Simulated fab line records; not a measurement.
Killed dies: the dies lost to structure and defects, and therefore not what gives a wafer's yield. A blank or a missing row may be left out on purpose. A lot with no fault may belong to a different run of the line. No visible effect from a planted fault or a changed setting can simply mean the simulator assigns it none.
fab line records | flow berkeley-cmos170
record lots=14 | wafers=42 | last-day=14
route steps=331 shown PVT@121 GATE@128 BACKSIDE@200 CONTACT@231
lots that met no fault: from a run of the same line without faults
start-h: start of the lot's first displayed wafer, in hours after the record's first day | wait-h: time in hours since the lot's previous step | " same as the row above | L1.1+2: several wafers, shown together as one row | - no value, or no start was given | * or withheld: withheld | < > ~ a bound
route shown NAME@n: NAME is a module with steps in the file, n the number in the route of the first one | usual: mean/standard deviation taken from wafers without a fault | same: alike in all rows | chamber/n: place in a boat | sites: per-site readings | _std_site: the values' standard deviation | _edge_site: inner sites' mean taken away from outer sites' mean | radius-mm: how far each site lies from the wafer's centre | mask NAME#n: copy n | behind: the last tool/chamber to shape the wafer | hold: the reason the lot was held/the length of the hold in hours/how it ended | device: the transistor (n, p or np) that didn't switch | end of line: the same wafers' tests at the end of the route | for a step that has no rows: nothing shown but its recipe | killed: at the first sort, the dies lost to defects and structure; wafer yield is something else | map: the dies of a wafer, with x for killed, . for not killed, _ for no die there
set.NAME: setting as actually run; set.NAME@STEP: the setting as run at that earlier step | model.NAME: the simulator's own value behind a step, which no gauge read
route steps across a sampled set of lots; one table per step, one row per wafer
services: a tool's chamber out of use, with start hour (start-h, from the record's first day; less than 0 if before it), hours out, and reason
## steps
# step UCB170_PVT_OVL_MEAS_06
# usual PVT_OVL=-1/5.5
lot.wafer | tool       | chamber | start-h | wait-h | PVT_OVL[nm]
L643.1    | overlay-01 | -       | 142.20  | -      | 2
L643.5    | "          | -       | "       | "      | 2
L643.6    | "          | -       | "       | "      | 3
L644.3    | overlay-02 | -       | 149.98  | -      | 12
L644.4    | "          | -       | "       | "      | 0
L644.6    | "          | -       | "       | "      | -1
L646.1    | overlay-02 | -       | 158.50  | -      | -13
L646.2    | "          | -       | "       | "      | -3
L646.6    | "          | -       | "       | "      | -8
L649.1    | overlay-01 | -       | 168.98  | -      | 4
L649.2    | "          | -       | "       | "      | 9
L649.3    | "          | -       | "       | "      | -1
L648.4    | overlay-01 | -       | 169.21  | -      | -3
L648.5    | "          | -       | "       | "      | -3
L648.6    | "          | -       | "       | "      | -7
L653.2    | overlay-01 | -       | 188.82  | -      | 2
L653.3    | "          | -       | "       | "      | 3
L653.5    | "          | -       | "       | "      | 6
L654.2    | overlay-02 | -       | 189.09  | -      | -7
L654.4    | "          | -       | "       | "      | -15
L654.5    | "          | -       | "       | "      | -12
L657.2    | overlay-02 | -       | 216.46  | -      | -12
L657.3    | "          | -       | "       | "      | -9
L657.4    | "          | -       | "       | "      | -11
L660.2    | overlay-02 | -       | 227.57  | -      | -6
L660.4    | "          | -       | "       | "      | -4
L660.6    | "          | -       | "       | "      | -4
L658.3    | overlay-02 | -       | 227.85  | -      | 0
L658.5    | "          | -       | "       | "      | -1
L658.6    | "          | -       | "       | "      | -8
L661.1    | overlay-02 | -       | 238.09  | -      | 6
L661.4    | "          | -       | "       | "      | 5
L661.5    | "          | -       | "       | "      | 9
L663.2    | overlay-02 | -       | 245.62  | -      | -4
L663.5    | "          | -       | "       | "      | -7
L663.6    | "          | -       | "       | "      | -6
L664.1    | overlay-01 | -       | 260.76  | -      | 0
L664.3    | "          | -       | "       | "      | 4
L664.5    | "          | -       | "       | "      | -1
L666.1    | overlay-02 | -       | 265.06  | -      | 4
L666.3    | "          | -       | "       | "      | 1
L666.5    | "          | -       | "       | "      | 2
# step UCB170_GATE_THK_MEAS_02
# recipe reads=SiO2_of_GATE_OXIDATION_01
# usual GATE_OXIDE_THK=6.58/0.15
lot.wafer | tool          | chamber | start-h | wait-h | GATE_OXIDE_THK[nm]
L643.1    | film-metro-01 | -       | 147.84  | 0.0    | 6.71
L643.5    | "             | -       | "       | "      | 6.67
L643.6    | "             | -       | "       | "      | 6.66
L644.3    | film-metro-01 | -       | 161.17  | 0.0    | 6.71
L644.4    | "             | -       | "       | "      | 6.66
L644.6    | "             | -       | "       | "      | 6.79
L646.1    | film-metro-01 | -       | 161.21  | 0.1    | 6.57
L646.2    | "             | -       | "       | "      | 6.70
L646.6    | "             | -       | "       | "      | 6.61
L649.1    | film-metro-02 | -       | 175.18  | 0.0    | 6.60
L649.2    | "             | -       | "       | "      | 6.71
L649.3    | "             | -       | "       | "      | 6.58
L648.4    | film-metro-03 | -       | 175.21  | 0.0    | 6.55
L648.5    | "             | -       | "       | "      | 6.66
L648.6    | "             | -       | "       | "      | 6.76
L653.2    | film-metro-02 | -       | 196.57  | 0.0    | 6.35
L653.3    | "             | -       | "       | "      | 6.56
L653.5    | "             | -       | "       | "      | 6.36
L654.2    | film-metro-03 | -       | 196.62  | 0.1    | 6.51
L654.4    | "             | -       | "       | "      | 6.64
L654.5    | "             | -       | "       | "      | 6.53
L657.2    | film-metro-03 | -       | 222.42  | 0.0    | 6.53
L657.3    | "             | -       | "       | "      | 6.47
L657.4    | "             | -       | "       | "      | 6.43
L660.2    | film-metro-03 | -       | 235.19  | 0.0    | 6.69
L660.4    | "             | -       | "       | "      | 6.71
L660.6    | "             | -       | "       | "      | 6.57
L658.3    | film-metro-02 | -       | 235.20  | 0.0    | 6.90
L658.5    | "             | -       | "       | "      | 6.81
L658.6    | "             | -       | "       | "      | 6.76
L661.1    | film-metro-02 | -       | 243.78  | 0.0    | 6.69
L661.4    | "             | -       | "       | "      | 6.62
L661.5    | "             | -       | "       | "      | 6.70
L663.2    | film-metro-01 | -       | 251.41  | 0.0    | 6.52
L663.5    | "             | -       | "       | "      | 6.55
L663.6    | "             | -       | "       | "      | 6.58
L664.1    | film-metro-02 | -       | 266.78  | 0.0    | 6.27
L664.3    | "             | -       | "       | "      | 6.33
L664.5    | "             | -       | "       | "      | 6.36
L666.1    | film-metro-02 | -       | 273.00  | 0.0    | 6.65
L666.3    | "             | -       | "       | "      | 6.70
L666.5    | "             | -       | "       | "      | 6.54
# step UCB170_BACKSIDE_COAT_01
# recipe resist=KrF | spin-rpm=1500 | resist-thk-nm=900
# usual spin-speed-rpm=1499.9/1.2
lot.wafer | tool           | chamber | start-h | wait-h | spin-speed-rpm
L643.1    | litho-track-04 | 0       | 174.69  | 0.1    | 1500.1
L643.5    | "              | 0       | "       | "      | 1499.4
L643.6    | "              | 0       | "       | "      | 1499.8
L644.3    | litho-track-01 | 0       | 184.17  | 0.1    | 1501.1
L644.4    | "              | 0       | "       | "      | 1500.2
L644.6    | "              | 0       | "       | "      | 1499.8
L646.1    | litho-track-02 | 0       | 184.38  | 0.1    | 1501.0
L646.2    | "              | 0       | "       | "      | 1498.9
L646.6    | "              | 0       | "       | "      | 1502.4
L649.1    | litho-track-01 | 0       | 201.76  | 0.1    | 1501.2
L649.2    | "              | 0       | "       | "      | 1499.6
L649.3    | "              | 0       | "       | "      | 1501.5
L648.4    | litho-track-01 | 0       | 202.28  | 0.1    | 1498.7
L648.5    | "              | 0       | "       | "      | 1498.2
L648.6    | "              | 0       | "       | "      | 1500.2
L653.2    | litho-track-02 | 0       | 224.93  | 0.1    | 1391.9
L653.3    | "              | 0       | "       | "      | 1388.0
L653.5    | "              | 0       | "       | "      | 1387.8
L654.2    | litho-track-02 | 0       | 225.38  | 0.1    | 1388.8
L654.4    | "              | 0       | "       | "      | 1388.7
L654.5    | "              | 0       | "       | "      | 1388.1
L657.2    | litho-track-04 | 0       | 251.17  | 0.1    | 1499.9
L657.3    | "              | 0       | "       | "      | 1499.3
L657.4    | "              | 0       | "       | "      | 1501.5
L660.2    | litho-track-04 | 0       | 260.98  | 0.1    | 1501.6
L660.4    | "              | 0       | "       | "      | 1499.4
L660.6    | "              | 0       | "       | "      | 1500.9
L658.3    | litho-track-01 | 0       | 261.29  | 0.1    | 1499.8
L658.5    | "              | 0       | "       | "      | 1498.3
L658.6    | "              | 0       | "       | "      | 1500.0
L661.1    | litho-track-04 | 0       | 265.99  | 0.1    | 1498.9
L661.4    | "              | 0       | "       | "      | 1500.5
L661.5    | "              | 0       | "       | "      | 1500.4
L663.2    | litho-track-04 | 0       | 276.53  | 0.1    | 1500.3
L663.5    | "              | 0       | "       | "      | 1499.4
L663.6    | "              | 0       | "       | "      | 1501.8
L664.1    | litho-track-04 | 0       | 295.69  | 0.1    | 1499.1
L664.3    | "              | 0       | "       | "      | 1501.2
L664.5    | "              | 0       | "       | "      | 1499.7
L666.1    | litho-track-04 | 0       | 297.76  | 0.1    | 1498.6
L666.3    | "              | 0       | "       | "      | 1499.4
L666.5    | "              | 0       | "       | "      | 1499.7
# step UCB170_BACKSIDE_STRIP_03
# recipe chemistry=O2 | power-w=400 | pressure-mtorr=3500 | platen-temp-c=withheld | o2-flow-sccm=400 | overash-fraction=0.5
# usual drypump-motor-current-A=5.51/0.27 | oes-product-au=0.735/0.0046 | strip-time-to-endpoint-s=21.97/0.067
lot.wafer | tool            | chamber | start-h | wait-h | drypump-motor-current-A | oes-product-au | rf-hours-counter-h | strip-time-to-endpoint-s
L643.1    | plasma-asher-04 | 0       | 174.99  | 0.1    | 5.41                    | 0.740          | 38                 | 21.97
L643.5    | "               | 0       | "       | "      | 5.40                    | 0.735          | -                  | 21.91
L643.6    | "               | 1       | "       | "      | 5.70                    | 0.735          | -                  | 21.93
L644.3    | plasma-asher-03 | 1       | 184.45  | 0.1    | 5.32                    | 0.734          | -                  | 22.05
L644.4    | "               | 0       | "       | "      | 5.72                    | 0.736          | -                  | 22.08
L644.6    | "               | 0       | "       | "      | 5.76                    | 0.734          | -                  | 22.13
L646.1    | plasma-asher-04 | 1       | 184.68  | 0.1    | 5.74                    | 0.741          | 39                 | 21.91
L646.2    | "               | 0       | "       | "      | 5.39                    | 0.731          | 39                 | 21.91
L646.6    | "               | 0       | "       | "      | 5.42                    | 0.737          | -                  | 21.98
L649.1    | plasma-asher-03 | 1       | 202.06  | 0.1    | 5.31                    | 0.735          | 48                 | 22.01
L649.2    | "               | 0       | "       | "      | 5.74                    | 0.737          | 48                 | 22.10
L649.3    | "               | 0       | "       | "      | 5.74                    | 0.738          | -                  | 22.08
L648.4    | plasma-asher-04 | 1       | 202.54  | 0.1    | 5.74                    | 0.729          | -                  | 22.03
L648.5    | "               | 0       | "       | "      | 5.42                    | 0.728          | -                  | 22.04
L648.6    | "               | 1       | "       | "      | 5.72                    | 0.737          | -                  | 21.96
L653.2    | plasma-asher-03 | 0       | 225.20  | 0.1    | 5.72                    | 0.726          | 51                 | 22.88
L653.3    | "               | 1       | "       | "      | 5.31                    | 0.730          | -                  | 22.90
L653.5    | "               | 0       | "       | "      | 5.74                    | 0.730          | -                  | 22.77
L654.2    | plasma-asher-01 | 0       | 225.65  | 0.1    | 4.96                    | 0.746          | 10                 | 22.78
L654.4    | "               | 0       | "       | "      | 4.97                    | 0.729          | -                  | 22.79
L654.5    | "               | 1       | "       | "      | 5.83                    | 0.733          | -                  | 22.88
L657.2    | plasma-asher-03 | 1       | 251.44  | 0.1    | 5.28                    | 0.728          | 54                 | 21.96
L657.3    | "               | 1       | "       | "      | 5.31                    | 0.731          | -                  | 21.91
L657.4    | "               | 0       | "       | "      | 5.70                    | 0.733          | -                  | 21.92
L660.2    | plasma-asher-01 | 1       | 261.25  | 0.1    | 5.80                    | 0.733          | 14                 | 22.03
L660.4    | "               | 0       | "       | "      | 4.97                    | 0.739          | -                  | 22.05
L660.6    | "               | 0       | "       | "      | 4.98                    | 0.733          | -                  | 22.00
L658.3    | plasma-asher-03 | 1       | 261.57  | 0.1    | 5.34                    | 0.741          | -                  | 21.92
L658.5    | "               | 1       | "       | "      | 5.30                    | 0.727          | -                  | 22.00
L658.6    | "               | 0       | "       | "      | 5.72                    | 0.734          | -                  | 22.02
L661.1    | plasma-asher-03 | 1       | 266.29  | 0.1    | 5.32                    | 0.738          | 55                 | 21.91
L661.4    | "               | 1       | "       | "      | 5.31                    | 0.735          | -                  | 21.92
L661.5    | "               | 0       | "       | "      | 5.75                    | 0.728          | -                  | 21.96
L663.2    | plasma-asher-04 | 1       | 276.81  | 0.1    | 5.76                    | 0.739          | 49                 | 21.84
L663.5    | "               | 1       | "       | "      | 5.72                    | 0.735          | -                  | 21.87
L663.6    | "               | 0       | "       | "      | 5.42                    | 0.732          | -                  | 21.89
L664.1    | plasma-asher-03 | 1       | 295.99  | 0.1    | 5.34                    | 0.732          | 59                 | 21.92
L664.3    | "               | 0       | "       | "      | 5.72                    | 0.728          | -                  | 21.90
L664.5    | "               | 0       | "       | "      | 5.73                    | 0.739          | -                  | 21.97
L666.1    | plasma-asher-03 | 0       | 298.06  | 0.1    | 5.73                    | 0.728          | 59                 | 21.93
L666.3    | "               | 0       | "       | "      | 5.75                    | 0.728          | -                  | 21.97
L666.5    | "               | 0       | "       | "      | 5.73                    | 0.735          | -                  | 21.96
# step UCB170_CONTACT_CD_MEAS_15
# recipe target-cd-nm=700
# usual cd-nm=700.6/1.3
lot.wafer | tool      | chamber | start-h | wait-h | cd-nm
L643.1    | cd-sem-02 | -       | 180.78  | -      | 702.2
L643.5    | "         | -       | "       | "      | 701.8
L643.6    | "         | -       | "       | "      | 700.4
L646.1    | cd-sem-02 | -       | 191.34  | -      | 700.7
L646.2    | "         | -       | "       | "      | 701.1
L646.6    | "         | -       | "       | "      | 700.8
L644.3    | cd-sem-01 | -       | 191.62  | -      | 698.8
L644.4    | "         | -       | "       | "      | 698.5
L644.6    | "         | -       | "       | "      | 699.1
L649.1    | cd-sem-02 | -       | 207.48  | -      | 699.4
L649.2    | "         | -       | "       | "      | 700.7
L649.3    | "         | -       | "       | "      | 699.1
L648.4    | cd-sem-01 | -       | 207.81  | -      | 700.6
L648.5    | "         | -       | "       | "      | 700.3
L648.6    | "         | -       | "       | "      | 702.1
L653.2    | cd-sem-02 | -       | 230.34  | -      | 699.9
L653.3    | "         | -       | "       | "      | 701.3
L653.5    | "         | -       | "       | "      | 699.5
L654.2    | cd-sem-02 | -       | 230.80  | -      | 700.5
L654.4    | "         | -       | "       | "      | 702.7
L654.5    | "         | -       | "       | "      | 701.9
L657.2    | cd-sem-02 | -       | 257.20  | -      | 701.6
L657.3    | "         | -       | "       | "      | 702.6
L657.4    | "         | -       | "       | "      | 700.9
L658.3    | cd-sem-01 | -       | 267.20  | -      | 700.5
L658.5    | "         | -       | "       | "      | 699.8
L658.6    | "         | -       | "       | "      | 699.4
L660.2    | cd-sem-01 | -       | 267.52  | -      | 700.8
L660.4    | "         | -       | "       | "      | 700.2
L660.6    | "         | -       | "       | "      | 698.9
L661.1    | cd-sem-01 | -       | 272.76  | -      | 701.6
L661.4    | "         | -       | "       | "      | 700.1
L661.5    | "         | -       | "       | "      | 700.5
L663.2    | cd-sem-01 | -       | 283.68  | -      | 698.2
L663.5    | "         | -       | "       | "      | 699.0
L663.6    | "         | -       | "       | "      | 699.5
L664.1    | cd-sem-01 | -       | 302.16  | -      | 701.1
L664.3    | "         | -       | "       | "      | 701.3
L664.5    | "         | -       | "       | "      | 701.0
L666.1    | cd-sem-02 | -       | 304.64  | -      | 699.9
L666.3    | "         | -       | "       | "      | 700.6
L666.5    | "         | -       | "       | "      | 700.5
## services
tool            | chamber | start-h | hours | kind
plasma-asher-04 | -       | 277.98  | 1.4   | repair
## key
first-sign step=UCB170_BACKSIDE_COAT_01 | reading=spin-speed-rpm | direction=down | sigmas=96 | usual=1499.9 | struck=1388.9
effect step=UCB170_BACKSIDE_STRIP_03 | reading=strip-time-to-endpoint-s | direction=up | sigmas=13 | usual=* | struck=*
met-at UCB170_BACKSIDE_COAT_01
struck-lots L653,L654
sort-left-out L654.2,L654.4,L654.5
tester-left-out L653,L654
not-acting-at UCB170_PVT_OVL_MEAS_06,UCB170_GATE_THK_MEAS_02,UCB170_CONTACT_CD_MEAS_15
onset-between 184.38 224.93
fault kind=process-parameter-drift | tool=litho-track-02 | chamber=- | onset-h=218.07 | steps=UCB170_BACKSIDE_COAT_01 | channel=spin-rpm | offset=-110.07 | shape=step | end-h=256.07 | acts-in=these-recipes-only | stated=1500
# tester-left-out: of these lots the tester's yield and bins aren't shown, on N5 and GAA mostly nor the transistor test; their killed dies are dies lost to structure and defects alone, not to doping, threshold or leakage, so they don't give the yield
# sort-left-out: the simulated sort isn't trusted on such a fault, so these wafers' sort isn't shown, and their yield isn't known
